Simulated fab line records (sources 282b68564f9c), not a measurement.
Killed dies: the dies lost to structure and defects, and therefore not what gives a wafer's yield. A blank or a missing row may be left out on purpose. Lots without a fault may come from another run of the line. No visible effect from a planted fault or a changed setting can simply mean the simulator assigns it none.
The tool behind it: which one?    flow rit_cmos    48 wafers from 16 lots sampled at 4 of the route's 202 steps

## WHAT THE GAUGES SHOWED, per wafer
RIT_ACTIVE_THK_MEAS_02. Usual: for ACTIVE_OXIDE_THK the level is 47.0 nm and the standard deviation is 0.84.
lot   measured     on             ACTIVE_OXIDE_THK (nm)  flag
L751  day 1 12:53  film_metro-02  47.3 47.1 47.8         
L752  day 1 17:46  film_metro-04  46.7 46.3 46.7         
L753  day 2 01:13  film_metro-03  47.0 46.2 46.1         
L755  day 2 08:35  film_metro-02  46.9 46.6 47.4         
L756  day 2 16:19  film_metro-02  45.4 45.5 45.3         
L757  day 2 19:20  film_metro-04  47.1 46.4 46.7         
L758  day 2 23:04  film_metro-04  46.2 46.6 47.0         
L759  day 3 04:45  film_metro-02  45.8 46.7 46.6         
L760  day 3 10:04  film_metro-03  47.5 46.2 46.6         
L761  day 3 14:18  film_metro-03  46.2 46.4 46.6         
L763  day 4 00:07  film_metro-04  46.6 46.5 46.4         
L764  day 4 07:36  film_metro-02  37.0 36.9 37.0         OFF
L765  day 4 10:51  film_metro-04  37.7 38.7 38.4         OFF
L766  day 4 19:05  film_metro-03  37.7 37.1 38.0         OFF
L767  day 4 23:25  film_metro-03  37.3 37.5 37.8         OFF
L768  day 5 02:51  film_metro-02  46.6 46.2 47.2         

RIT_FOX1_THK_MEAS_01. Usual: for FOX1_OXIDE_THK the level is 353 nm and the standard deviation is 7.1.
lot   measured     on             FOX1_OXIDE_THK (nm)  flag
L751  day 1 19:17  film_metro-02  348 346 358          
L752  day 2 02:31  film_metro-03  345 338 339          
L753  day 2 06:56  film_metro-02  348 345 346          
L755  day 2 16:32  film_metro-03  351 351 354          
L756  day 2 21:05  film_metro-03  348 346 352          
L757  day 3 01:24  film_metro-01  350 349 347          
L758  day 3 04:13  film_metro-03  355 347 349          
L759  day 3 10:50  film_metro-01  365 366 367          
L760  day 3 16:40  film_metro-03  352 348 348          
L761  day 3 20:52  film_metro-01  364 361 361          
L763  day 4 08:55  film_metro-01  354 357 355          
L764  day 4 16:55  film_metro-03  361 349 355          
L765  day 4 16:55  film_metro-02  351 353 351          
L766  day 5 01:11  film_metro-03  349 355 358          
L767  day 5 04:51  film_metro-03  350 347 351          
L768  day 5 10:01  film_metro-01  346 350 359          

RIT_NWELL_OVL_MEAS_06. Usual: for NWELL_OVL the level is -0.5 nm and the standard deviation is 1.4.
lot   measured     on          NWELL_OVL (nm)  flag
L751  day 2 00:17  overlay-02  0.9 0.4 0.5     
L752  day 2 08:41  overlay-01  0.0 0.0 1.1     
L753  day 2 10:23  overlay-02  0.9 0.6 -0.8    
L755  day 2 21:56  overlay-02  4.6 0.6 1.2     
L756  day 3 00:31  overlay-01  0.6 -0.5 2.0    
L757  day 3 04:46  overlay-01  -1.0 -0.2 -1.8  
L758  day 3 09:08  overlay-02  -0.2 -0.3 -0.7  
L759  day 3 14:15  overlay-02  -0.8 1.2 -1.3   
L760  day 3 20:37  overlay-01  -1.4 -1.0 -1.2  
L761  day 4 01:05  overlay-01  -0.9 -2.5 1.8   
L763  day 4 14:11  overlay-02  -1.4 -1.2 -1.2  
L764  day 5 00:11  overlay-01  0.2 -1.9 0.3    
L765  day 5 00:26  overlay-01  -0.7 -0.9 -1.0  
L766  day 5 05:34  overlay-02  0.6 -1.9 -1.7   
L767  day 5 11:03  overlay-02  0.9 -0.6 -1.7   
L768  day 5 17:12  overlay-02  0.7 -2.2 -3.0   

## WHICH TOOL RAN EACH LOT (tool, then ch and the chambers of the sampled wafers, then the start)
lot   RIT_ACTIVE_OXIDATION_01
L751  furnace-04 ch 0, day 1 10:56
L752  furnace-01 ch 0, day 1 15:49
L753  furnace-04 ch 0, day 1 23:16
L755  furnace-03 ch 0, day 2 06:40
L756  furnace-04 ch 0, day 2 14:23
L757  furnace-04 ch 0, day 2 17:23
L758  furnace-01 ch 0, day 2 21:07
L759  furnace-01 ch 0, day 3 02:49
L760  furnace-04 ch 0, day 3 08:07
L761  furnace-03 ch 0, day 3 12:21
L763  furnace-03 ch 0, day 3 22:10
L764  furnace-03 ch 0, day 4 05:40
L765  furnace-03 ch 0, day 4 08:55
L766  furnace-03 ch 0, day 4 17:10
L767  furnace-03 ch 0, day 4 21:29
L768  furnace-04 ch 0, day 5 00:54
- RIT_ACTIVE_OXIDATION_01: target thk 46.8 nm, ox time 3360 s.

## AS READ BY THE TOOLS THEMSELVES (means over the sampled wafers that have a number; for cases with no such wafer, the mark the record gives instead)
RIT_ACTIVE_OXIDATION_01. Usual: spike_tc_centre_C 1002.7 C, standard deviation 1.4; spike_tc_load_C 1028.3 C, standard deviation 1.2; spike_tc_source_C 1023.8 C, standard deviation 1.2; tube_center_temp_C 999.99 C, standard deviation 0.096; tube_center_temp_C_max 1002.6, standard deviation 0.39; zone_power_load_pct 37.2 %, standard deviation 1.4.
lot   tool        spike_tc_centre_C (C)  spike_tc_load_C (C)  spike_tc_source_C (C)  tube_center_temp_C (C)  tube_center_temp_C_max  zone_power_load_pct (%)  flag
L751  furnace-04  1002.0                 1026.9               1022.3                 999.98                  1002.9                  38.7                     
L752  furnace-01  1001.4                 1029.0               1026.1                 999.98                  1002.6                  38.2                     
L753  furnace-04  1003.3                 1027.6               1023.0                 1000.03                 1002.7                  38.8                     
L755  furnace-03  1003.1                 1029.3               1024.2                 1000.01                 1002.6                  36.0                     
L756  furnace-04  1002.6                 1027.7               1022.6                 1000.01                 1003.0                  38.8                     
L757  furnace-04  1003.3                 1027.2               1023.7                 999.98                  1002.8                  39.3                     
L758  furnace-01  1001.2                 1028.8               1024.7                 999.91                  1002.6                  38.4                     
L759  furnace-01  1001.4                 1027.8               1024.4                 999.92                  1002.5                  38.0                     
L760  furnace-04  1002.9                 1027.4               1023.7                 999.98                  1002.7                  39.1                     
L761  furnace-03  1003.8                 1029.0               1024.0                 999.90                  1002.7                  35.8                     
L763  furnace-03  1003.4                 1028.6               1023.8                 999.98                  1002.2                  36.5                     
L764  furnace-03  978.6                  1003.4               997.8                  974.98                  977.6                   33.9                     OFF
L765  furnace-03  977.9                  1003.1               998.0                  974.93                  977.4                   33.9                     OFF
L766  furnace-03  978.9                  1003.6               998.4                  975.04                  977.8                   33.6                     OFF
L767  furnace-03  978.0                  1003.8               997.3                  974.97                  977.3                   34.0                     OFF
L768  furnace-04  1002.3                 1027.2               1023.1                 1000.00                 1002.1                  39.2                     

## THE ANSWER, worked out from the rows above alone
Rule: lot off if the mean of its wafers having a number is beyond 3 standard deviations from the usual mean. Also off: a lot with no number at a reading for which 4 or more lots have one. All remaining lots with rows at the step are treated as sound. The gauges are gone through in route order, then the tools' own readings, and for those a lot's mean is taken as printed above. At the first step where some lot is off, the reading lying furthest off is the one used; lots without a number count as furthest.
Off: L764, L765, L766, L767, at RIT_ACTIVE_THK_MEAS_02 (ACTIVE_OXIDE_THK).
If a tool, at a process step before that reading, ran all the lots that are off and no sound lot after the first of them, it fits. Not tried: the gauges at RIT_ACTIVE_THK_MEAS_02; whatever is off there is also off at RIT_ACTIVE_OXIDATION_01, on other tools, and gauge error can't account for it. One candidate fits, namely furnace-03 at RIT_ACTIVE_OXIDATION_01. Its last sound lot is L763 (day 3 22:10), its first lot that is off L764 (day 4 05:40): a fault that began between those two fits.
The tool's own readings at RIT_ACTIVE_OXIDATION_01 bear it out: on the lots that are off they differ by more than 5 times the standard deviation of the sound lots' means. spike_tc_centre_C reads 978.4 C there against 1002.6 C on the sound lots; spike_tc_load_C reads 1003.5 C there against 1028.0 C on the sound lots; spike_tc_source_C reads 997.9 C there against 1023.8 C on the sound lots; tube_center_temp_C reads 974.98 C there against 999.97 C on the sound lots; tube_center_temp_C_max reads 977.5 there against 1002.6 on the sound lots.

## WHAT THE SIMULATOR HAD PUT IN
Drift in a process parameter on furnace-03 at RIT_ACTIVE_OXIDATION_01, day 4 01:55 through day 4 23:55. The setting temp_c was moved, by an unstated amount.
Shown lots that were struck: L764, L765, L766, L767. Same finding as the rule above.
